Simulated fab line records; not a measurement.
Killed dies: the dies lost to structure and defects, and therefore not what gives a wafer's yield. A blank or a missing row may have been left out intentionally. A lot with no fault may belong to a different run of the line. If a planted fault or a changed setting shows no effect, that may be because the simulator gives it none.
Comparing a struck lot with a sound one | flow berkeleyCmos170 | 14 steps out of a route of 331
Sound: wafers L834.1, L834.4, L834.6. The struck wafers were L837.2, L837.3, L837.5. At the end, the cause is stated.
Order at every step that has rows: each side's tool, ch and its chambers, its first start. Under that, the readings that differ: sound wafers | struck wafers | difference of the means | sigmas: that difference in standard deviations of wafers without a fault.
alike: a reading whose means differ by less than 2 such deviations, as well as words and numbers matching on both sides. not compared: withheld readings; readings where some wafer has no value; bounds like >300 that might hide an equal value; numbers whose values overlap and for which the record gives no deviation.
A row with sigmas, a row that says differs or no value, or rows on one side alone: a step with any of these is where the two part. Numbers that have no deviation but don't overlap get no sigmas and don't part them. A reading that every wafer of one side lacks parts them only if that side has two wafers or more.

first, 1 step without rows for these wafers: UCB170_GATE_CVD_04 (deposits poly-Si from SiH4, time 1440 s, target thk 214 nm).
UCB170_GATE_THK_MEAS_05:
  sound: filmMetro-02 at day 6 11:31; struck: filmMetro-02 at day 7 16:51
reading            | sound             | struck            | difference | sigmas
GATE_POLY_THK (nm) | 210.8 210.5 213.1 | 216.7 216.9 216.5 | +5.2       | +2
then, 6 steps without rows for these wafers: UCB170_GATE_COAT_06; UCB170_GATE_COAT_07 (resist thk 900 nm); UCB170_GATE_SOFTBAKE_08 (time 60 s); UCB170_GATE_EXPOSE_09 (exposes mask POLY, target cd 350 nm); UCB170_GATE_PEB_10; UCB170_GATE_DEVELOP_11 (develop time 45 s).
UCB170_GATE_CD_MEAS_12: target cd 350 nm.
  sound: cdSem-02 at day 6 12:36; struck: cdSem-01 at day 7 17:46
  alike: cdNm
UCB170_GATE_OVL_MEAS_13:
  sound: overlay-01 at day 6 12:43; struck: overlay-01 at day 7 17:52
  alike: GATE_OVL
UCB170_GATE_ETCH_14: etches BARC in N2/H2.
  sound on rieDiel-01 ch 0,2,3, day 6 12:45; struck on rieDiel-02 ch 1,2,3, day 7 17:54
reading             | sound          | struck         | difference | sigmas
oesProductAu (a.u.) | 1.03 1.03 1.03 | 0.96 0.96 0.97 | -0.07      | -2
  alike: drypumpMotorCurrentA, rfFwdPowerW, throttleValvePct
UCB170_GATE_ETCH_15: etches poly-Si in HBr/Cl2, stops on SiO2, time 56.3 s, target depth 278.2 nm.
  sound on rieSi-02 ch 1,2,3, day 6 12:47; struck on rieSi-02 ch 0,2, day 7 17:56
  alike: drypumpMotorCurrentA, oesProductAu, rfFwdPowerW, throttleValvePct
  not compared: rfHoursCounterH
UCB170_GATE_STRIP_16: strips in O2.
  sound on plasmaAsher-04 ch 0,1, day 6 12:50; struck on plasmaAsher-03 ch 0,1, day 7 17:59
  no value came back on the struck wafers for chamberPressureMTorr (mTorr), drypumpMotorCurrentA (A), oesProductAu (a.u.); on the sound wafers chamberPressureMTorr (mTorr) reads 3493 3500 3494
reading                              | sound | struck            | difference | sigmas
model.KrF_of_GATE_COAT_07.thkNm (nm) | 0 0 0 | 772.7 774.4 773.7 | +773.6     | 
  not compared: rfHoursCounterH
UCB170_GATE_CD_MEAS_90: target cd 350 nm.
  sound: cdSem-01 at day 6 12:56; struck: cdSem-01 at day 7 18:13
  alike: cdNm

== WHERE THEY PART ==
At UCB170_GATE_THK_MEAS_05 first; at UCB170_GATE_STRIP_16 last (within this record only). Later steps at which nothing parts them and some readings are alike: UCB170_GATE_CD_MEAS_90.

WHY: whatever the simulator had introduced
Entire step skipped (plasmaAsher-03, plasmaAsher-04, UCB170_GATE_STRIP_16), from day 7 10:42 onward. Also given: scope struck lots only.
